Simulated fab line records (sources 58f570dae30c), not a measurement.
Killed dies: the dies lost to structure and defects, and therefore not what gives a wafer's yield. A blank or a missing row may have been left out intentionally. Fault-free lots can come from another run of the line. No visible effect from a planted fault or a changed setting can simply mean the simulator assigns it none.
Check of tool commonality    flow berkeley cmos170    14 lots, 42 wafers sampled

== WHY IT WAS OPENED ==
2 of 14 lots carry a flag on the reading PLDD_RS at UCB170_SDANNEAL_RS_MEAS_04. No-fault wafers: 1032.3 ohm/sq, standard deviation 2.4.
Rule: a lot is flagged when every wafer of it that has a number lies more than 4 standard deviations from that mean, or none has a number. The other lots count as sound.

lot   measured      on             PLDD_RS (ohm/sq), wafer by wafer  flag
L726  day 7 06:11   film metro-03  1033.1 1032.1 1031.9              
L729  day 7 09:03   film metro-02  1034.1 1033.2 1032.3              
L731  day 7 21:46   film metro-02  1032.8 1032.8 1033.3              
L730  day 7 22:14   film metro-01  1034.4 1032.5 1034.5              
L733  day 7 22:34   film metro-02  1035.1 1036.4 1031.9              
L735  day 8 22:40   film metro-03  1032.4 1030.3 1031.8              
L734  day 8 23:59   film metro-02  1034.8 1034.9 1036.3              
L740  day 9 15:19   film metro-03  1029.2 1034.9 1035.0              
L739  day 9 15:29   film metro-02  1033.5 1034.2 1036.1              
L742  day 10 02:14  film metro-03  1029.9 1028.8 1034.1              
L743  day 10 02:40  film metro-01  1028.1 1028.5 1029.9              
L745  day 10 05:25  film metro-02  956.0 954.6 953.6                 FLAGGED
L741  day 10 05:39  film metro-03  951.0 944.9 947.6                 FLAGGED
L747  day 11 04:55  film metro-03  1034.1 1034.0 1031.9              
The mean of the flagged lots' numbers is 951.3 ohm/sq, -81.0 ohm/sq from the usual (-34 standard deviations).

== TOOL THAT RAN EACH LOT ==
2 process steps preceding the reading are held in the record, out of 331 steps in the route. Every cell lists first the tool, next ch and the chambers used by the sampled wafers, and last the start.
lot   flag     UCB170_GATE_ETCH_15               UCB170_SPACER_ANNEAL_02
L726           rie si-01 ch 1,2,3, day 6 14:17   furnace-04 ch 0, day 6 22:42
L729           rie si-01 ch 1,2,3, day 6 20:14   furnace-02 ch 0, day 7 02:33
L731           rie si-02 ch 0,1,3, day 7 07:01   furnace-04 ch 0, day 7 14:36
L730           rie si-01 ch 0,2,3, day 7 07:10   furnace-04 ch 0, day 7 14:36
L733           rie si-01 ch 0,2,3, day 7 08:47   furnace-04 ch 0, day 7 14:36
L735           rie si-02 ch 1,2,3, day 8 09:03   furnace-02 ch 0, day 8 15:29
L734           rie si-02 ch 1,2,3, day 8 09:53   furnace-02 ch 0, day 8 15:29
L740           rie si-01 ch 1,3, day 8 21:30     furnace-03 ch 0, day 9 05:49
L739           rie si-02 ch 0,2,3, day 8 21:44   furnace-03 ch 0, day 9 05:49
L742           rie si-01 ch 0,1,3, day 9 08:37   furnace-04 ch 0, day 9 18:02
L743           rie si-02 ch 2,3, day 9 08:44     furnace-04 ch 0, day 9 18:02
L745  FLAGGED  rie si-02 ch 0,1,3, day 9 16:50   furnace-04 ch 0, day 9 22:23
L741  FLAGGED  rie si-01 ch 0,3, day 9 14:13     furnace-04 ch 0, day 9 22:23
L747           rie si-01 ch 0,1,2, day 10 10:07  furnace-03 ch 0, day 10 19:04
What the steps here do:
- UCB170_GATE_ETCH_15: etches poly-Si in HBr/Cl2, stops on SiO2, time 56.3 s, target depth 278.2 nm.
- UCB170_SPACER_ANNEAL_02: time 1800 s.
- UCB170_SDANNEAL_RS_MEAS_04: measures by four-point-probe.

== FLAGGED OVER TOTAL, TOOL BY TOOL (the gauges that took the reading come last) ==
step                        tool           lots run  flagged  share of the flagged lots  sound lots run after its first flagged lot
UCB170_GATE_ETCH_15         rie si-01      8         1        some                       1 (L747)
UCB170_GATE_ETCH_15         rie si-02      6         1        some                       0
UCB170_SPACER_ANNEAL_02     furnace-02     3         0        none                       -
UCB170_SPACER_ANNEAL_02     furnace-03     3         0        none                       -
UCB170_SPACER_ANNEAL_02     furnace-04     8         2        all                        0
UCB170_SDANNEAL_RS_MEAS_04  film metro-01  2         0        none                       -
UCB170_SDANNEAL_RS_MEAS_04  film metro-02  6         1        some                       0
UCB170_SDANNEAL_RS_MEAS_04  film metro-03  6         1        some                       1 (L747)

== WHAT THE TABLE PERMITS ==
Rows of the table that ran each flagged lot: 1, that is furnace-04 at UCB170_SPACER_ANNEAL_02.
- furnace-04 at UCB170_SPACER_ANNEAL_02 ran 8 lots, 2 of them flagged. Its last sound lot is L742 (day 9 18:02), its first flagged lot L741 (day 9 22:23): a fault that began between those two fits.
furnace-04 at UCB170_SPACER_ANNEAL_02 is the single tool remaining.

== WHAT THE SIMULATOR HAD PUT IN ==
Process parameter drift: furnace-04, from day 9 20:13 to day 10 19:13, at UCB170_SPACER_ANNEAL_02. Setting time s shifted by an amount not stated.
Shown lots that were struck: L745, L741. This agrees with what the rule above found.
